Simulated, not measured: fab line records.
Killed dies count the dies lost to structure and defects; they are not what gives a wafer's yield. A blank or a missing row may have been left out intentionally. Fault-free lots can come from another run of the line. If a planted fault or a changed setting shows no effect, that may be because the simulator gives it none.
A single fault, viewed from 2 desks ; flow berkeley-cmos170 ; every desk sees just its own numbers, and what lay behind them comes last

DESK OF THE TOOL OWNER: implanter-02
The tool's own readings at UCB170_PWELL_IMPLANT_15, given as means over the sampled wafers that have a number, one for each lot that went through this tool. Marked OUT: a lot whose mean sits more than 4 standard deviations from the usual mean, which makes it out of limits; the brackets give that distance.
Columns: A = dose-ions-cm2 at UCB170_PWELL_IMPLANT_15, usual 5e+12; B = faraday-current-uA at UCB170_PWELL_IMPLANT_15, usual 15.8
lot;first seen here;A;B
L170;day 4 10:22;5e+12;15.6
L171;day 4 14:48;5e+12;15.8
L176;day 5 16:56;3e+12 (-99 or more) OUT;8.8 (-21) OUT
L177;day 6 04:00;3e+12 (-99 or more) OUT;8.7 (-22) OUT
This desk's verdict: out of limits on L176, L177, starting with L176 at day 5 16:56 (dose-ions-cm2 at UCB170_PWELL_IMPLANT_15). Within limits: L170, L171.

THE METROLOGY DESK
Lot by lot, what the gauges showed, no matter which tool ran the lot: averages of those sampled wafers that carry a number. Marked OUT: a lot whose mean sits more than 4 standard deviations from the usual mean, which makes it out of limits; the brackets give that distance.
Columns: A = PWELL_TW at UCB170_PWELL_TW_MEAS_17, usual 382.7; B = M1_AL_RS at UCB170_M1_RS_MEAS_01, usual 0.0486 ohm/sq
lot;first seen here;A;B
L163;day 3 07:54;382.8;0.0482
L165;day 3 17:24;377.0;0.0490
L167;day 4 03:44;385.0;0.0489
L168;day 4 07:47;384.8;0.0487
L170;day 4 10:35;384.7;0.0491
L171;day 4 15:03;385.2;0.0484
L175;day 5 16:44;381.9;0.0488
L176;day 5 17:10;315.1 (-24) OUT;0.0480
L177;day 6 04:15;317.4 (-23) OUT;0.0481
L178;day 6 07:47;384.0;0.0486
L180;day 6 14:15;383.8;0.0486
L183;day 7 05:35;380.5;0.0487
L182;day 7 05:44;379.7;0.0484
L185;day 7 21:38;386.1;0.0480
Finding of this desk: L176, L177 out of limits, first seen on L176 at day 5 17:10 (PWELL_TW at UCB170_PWELL_TW_MEAS_17). Within limits: L163, L165, L167, L168, L170, L171, L175, L178, L180, L183, L182, L185.

ALL TOGETHER
An alarm could have come from the tool owner's desk at day 5 16:56, on L176, L177.
An alarm was possible from the metrology desk at day 5 17:10, on L176, L177.
All the named lots went through UCB170_PWELL_IMPLANT_15 on implanter-02.

WHAT HAD BEEN PUT IN BY THE SIMULATOR
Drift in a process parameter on implanter-02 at UCB170_PWELL_IMPLANT_15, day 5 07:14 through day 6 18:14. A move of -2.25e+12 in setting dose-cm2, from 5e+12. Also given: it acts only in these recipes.
Struck lots among those shown: L176, L177.
Counting hours from when the fault started, the first reading out of limits came at 10 for the tool owner's desk and at 10 for the metrology desk.
